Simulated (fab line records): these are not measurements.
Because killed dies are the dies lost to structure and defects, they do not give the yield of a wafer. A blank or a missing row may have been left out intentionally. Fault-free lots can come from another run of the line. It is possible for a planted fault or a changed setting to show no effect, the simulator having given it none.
Which of the tools did it? :: flow rit_cmos :: 14 lots with 42 wafers sampled at 2 steps, on a route of 202 steps

## WHAT THE GAUGES READ, wafer by wafer
RIT_WELLDRIVE_RS_MEAS_01: measures by four-point-probe. Usual: for NWELL_RS the level is 275.6 ohm/sq and the standard deviation is 0.67.
lot: L407
measured: day 2 05:54
on: film_metro-03
NWELL_RS (ohm/sq): 275.8 275.5 276.6
flag: 

lot: L408
measured: day 2 12:05
on: film_metro-04
NWELL_RS (ohm/sq): 275.0 275.2 274.8
flag: 

lot: L410
measured: day 2 19:40
on: film_metro-03
NWELL_RS (ohm/sq): 275.9 276.4 275.6
flag: 

lot: L411
measured: day 3 01:22
on: film_metro-02
NWELL_RS (ohm/sq): 275.5 274.9 274.5
flag: 

lot: L414
measured: day 3 16:09
on: film_metro-04
NWELL_RS (ohm/sq): 275.7 275.5 276.0
flag: 

lot: L415
measured: day 3 21:47
on: film_metro-04
NWELL_RS (ohm/sq): 276.2 275.6 276.1
flag: 

lot: L416
measured: day 4 01:55
on: film_metro-04
NWELL_RS (ohm/sq): 275.1 275.9 275.1
flag: 

lot: L418
measured: day 4 14:56
on: film_metro-02
NWELL_RS (ohm/sq): 279.1 278.4 278.8
flag: OFF

lot: L420
measured: day 4 22:57
on: film_metro-04
NWELL_RS (ohm/sq): 278.8 279.1 278.3
flag: OFF

lot: L421
measured: day 5 04:03
on: film_metro-02
NWELL_RS (ohm/sq): 275.5 274.8 275.5
flag: 

lot: L423
measured: day 5 13:59
on: film_metro-02
NWELL_RS (ohm/sq): 275.2 275.2 275.1
flag: 

lot: L425
measured: day 6 02:51
on: film_metro-04
NWELL_RS (ohm/sq): 276.2 276.5 276.6
flag: 

lot: L426
measured: day 6 07:08
on: film_metro-04
NWELL_RS (ohm/sq): 276.8 276.2 277.6
flag: 

lot: L430
measured: day 7 01:41
on: film_metro-04
NWELL_RS (ohm/sq): 276.4 276.1 274.9
flag: 

## TOOL THAT RAN EACH LOT (tool first, then ch and the chambers of the sampled wafers, then the start)
lot: L407
RIT_NWELL_IMPLANT_08: implanter-02 ch 0, day 1 22:53

lot: L408
RIT_NWELL_IMPLANT_08: implanter-04 ch 0, day 2 03:41

lot: L410
RIT_NWELL_IMPLANT_08: implanter-01 ch 0, day 2 12:39

lot: L411
RIT_NWELL_IMPLANT_08: implanter-01 ch 0, day 2 18:14

lot: L414
RIT_NWELL_IMPLANT_08: implanter-04 ch 0, day 3 09:01

lot: L415
RIT_NWELL_IMPLANT_08: implanter-02 ch 0, day 3 14:32

lot: L416
RIT_NWELL_IMPLANT_08: implanter-01 ch 0, day 3 18:47

lot: L418
RIT_NWELL_IMPLANT_08: implanter-04 ch 0, day 4 07:05

lot: L420
RIT_NWELL_IMPLANT_08: implanter-04 ch 0, day 4 15:56

lot: L421
RIT_NWELL_IMPLANT_08: implanter-01 ch 0, day 4 20:30

lot: L423
RIT_NWELL_IMPLANT_08: implanter-01 ch 0, day 5 05:16

lot: L425
RIT_NWELL_IMPLANT_08: implanter-01 ch 0, day 5 18:10

lot: L426
RIT_NWELL_IMPLANT_08: implanter-01 ch 0, day 5 22:40

lot: L430
RIT_NWELL_IMPLANT_08: implanter-02 ch 0, day 6 18:04
- RIT_NWELL_IMPLANT_08

## AS READ BY THE TOOLS THEMSELVES (means over the sampled wafers that have a number; for cases with no such wafer, the mark the record gives instead)
RIT_NWELL_IMPLANT_08. Usual: dose_ions_cm2 4.999e+13, standard deviation 5e+10.
lot: L407
tool: implanter-02
dose_ions_cm2: 4.998e+13
flag: 

lot: L408
tool: implanter-04
dose_ions_cm2: 4.998e+13
flag: 

lot: L410
tool: implanter-01
dose_ions_cm2: 5.003e+13
flag: 

lot: L411
tool: implanter-01
dose_ions_cm2: 5.002e+13
flag: 

lot: L414
tool: implanter-04
dose_ions_cm2: 4.996e+13
flag: 

lot: L415
tool: implanter-02
dose_ions_cm2: 4.992e+13
flag: 

lot: L416
tool: implanter-01
dose_ions_cm2: 5.001e+13
flag: 

lot: L418
tool: implanter-04
dose_ions_cm2: 4.900e+13
flag: OFF

lot: L420
tool: implanter-04
dose_ions_cm2: 4.893e+13
flag: OFF

lot: L421
tool: implanter-01
dose_ions_cm2: 4.992e+13
flag: 

lot: L423
tool: implanter-01
dose_ions_cm2: 4.995e+13
flag: 

lot: L425
tool: implanter-01
dose_ions_cm2: 5.006e+13
flag: 

lot: L426
tool: implanter-01
dose_ions_cm2: 4.997e+13
flag: 

lot: L430
tool: implanter-02
dose_ions_cm2: 5.000e+13
flag: 

## THE ANSWER, worked out from the rows above alone
Rule: take the mean of a lot's wafers that have a number; if it is more than 3 standard deviations from the usual mean, the lot is off. Also off: a lot with no number at a reading for which 4 or more lots have one. The other lots that the step has rows for count as sound. First the gauges in route order, then the tools' own readings, where a lot's mean is used as printed above. The first step at which some lot is off is used, and at that step the reading that is off furthest; a lot without a number counts as furthest.
Off: at RIT_WELLDRIVE_RS_MEAS_01 (NWELL_RS), L418, L420.
If a tool, at a process step before that reading, ran all the lots that are off and no sound lot after the first of them, it fits. The gauges at RIT_WELLDRIVE_RS_MEAS_01 aren't tried: what is off there is off at RIT_NWELL_IMPLANT_08 too, on other tools, and a gauge's error can't cause that. One fits: RIT_NWELL_IMPLANT_08 on implanter-04. Its last sound lot is L414 (day 3 09:01), its first lot that is off L418 (day 4 07:05): a fault that began between those two fits.
On the lots that are off, the tool's own readings at RIT_NWELL_IMPLANT_08 differ by more than 5 times the standard deviation of the sound lots' means, which bears it out; dose_ions_cm2 reads 4.896e+13 there versus 4.998e+13 on the sound lots.

## WHAT THE SIMULATOR PUT IN
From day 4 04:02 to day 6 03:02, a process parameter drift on implanter-04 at RIT_NWELL_IMPLANT_08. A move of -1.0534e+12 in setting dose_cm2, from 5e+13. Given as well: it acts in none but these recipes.
Lots struck among those shown: L418, L420. Same finding as the rule above.
